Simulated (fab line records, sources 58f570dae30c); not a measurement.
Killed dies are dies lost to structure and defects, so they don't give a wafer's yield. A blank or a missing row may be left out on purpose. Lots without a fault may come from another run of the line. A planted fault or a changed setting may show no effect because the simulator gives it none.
Split-lot experiment | flow berkeley_cmos170 | 5 lots, 23 wafers read, on a route of 331 steps

THE SPLIT
At UCB170_START_OXIDATION_02 (target thk 20 nm, ox time 1800 s), the setting temp_c was moved away from the recipe's 950 C on 15 of the 23 wafers read, by -2.9% to +2.9%. The other wafers ran this setting at the recipe's value.

The file shows no step between the split and the reading.

THE READING
START_OXIDE_THK, in nm, at UCB170_START_THK_MEAS_03. Fault-free wafers of this fab line usually give 19.9 nm, standard deviation 0.32 nm.

wafer  | tool, chamber at the split | temp_c as run, C | against the recipe | START_OXIDE_THK, nm | against lot-mates on the recipe
L074.1 | -, -                       | 971.3            | +2.2%              | 24.4                | no lot-mate on the recipe
L074.2 | -, -                       | 971.3            | +2.2%              | 24.1                | no lot-mate on the recipe
L074.3 | -, -                       | 971.3            | +2.2%              | 25.1                | no lot-mate on the recipe
L074.4 | -, -                       | 971.3            | +2.2%              | 24.9                | no lot-mate on the recipe
L074.5 | -, -                       | 971.3            | +2.2%              | 24.7                | no lot-mate on the recipe
L078.1 | -, -                       | 922.7            | -2.9%              | 15.3                | no lot-mate on the recipe
L078.2 | -, -                       | 922.7            | -2.9%              | 15.1                | no lot-mate on the recipe
L078.3 | -, -                       | 922.7            | -2.9%              | 14.8                | no lot-mate on the recipe
L078.5 | -, -                       | 922.7            | -2.9%              | 15.3                | no lot-mate on the recipe
L078.6 | -, -                       | 922.7            | -2.9%              | 15.5                | no lot-mate on the recipe
L079.1 | furnace-04, 0              | 950              | recipe             | 20.0                | -
L079.5 | furnace-04, 0              | 950              | recipe             | 19.8                | -
L079.6 | furnace-04, 0              | 950              | recipe             | 19.7                | -
L084.1 | -, -                       | 950              | recipe             | 19.7                | -
L084.2 | -, -                       | 950              | recipe             | 19.6                | -
L084.3 | -, -                       | 950              | recipe             | 19.2                | -
L084.4 | -, -                       | 950              | recipe             | 19.5                | -
L084.6 | -, -                       | 950              | recipe             | 19.3                | -
L085.1 | -, -                       | 977.9            | +2.9%              | 26.2                | no lot-mate on the recipe
L085.2 | -, -                       | 977.9            | +2.9%              | 26.2                | no lot-mate on the recipe
L085.3 | -, -                       | 977.9            | +2.9%              | 26.3                | no lot-mate on the recipe
L085.5 | -, -                       | 977.9            | +2.9%              | 26.6                | no lot-mate on the recipe
L085.6 | -, -                       | 977.9            | +2.9%              | 26.3                | no lot-mate on the recipe

THE FIT
A straight line over all 23 wafers: START_OXIDE_THK changes by +1.93 nm for each +1% of temp_c; r = +0.99; the points scatter about the line by 0.57 nm.
Too few moved wafers have a lot-mate on the recipe to fit a line with each lot's own level taken away.

THE WHOLE CHAIN: every reading that the file lists as answering this split, in the file's order
step                      | what it does                     | reading                                                                            | change (the file's fit)              | r (the file's)
UCB170_START_OXIDATION_02 | target thk 20 nm, ox time 1800 s | SiO2_of_START_OXIDATION_02.thk_nm (the simulator's own value, which no gauge read) | +1.92 nm for each +1% of the setting | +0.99
UCB170_START_THK_MEAS_03  |                                  | START_OXIDE_THK                                                                    | +1.93 for each +1% of the setting    | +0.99

THE FILE'S OWN FIT
START_OXIDE_THK changes by +1.93 nm for each +1% of temp_c, r = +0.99.
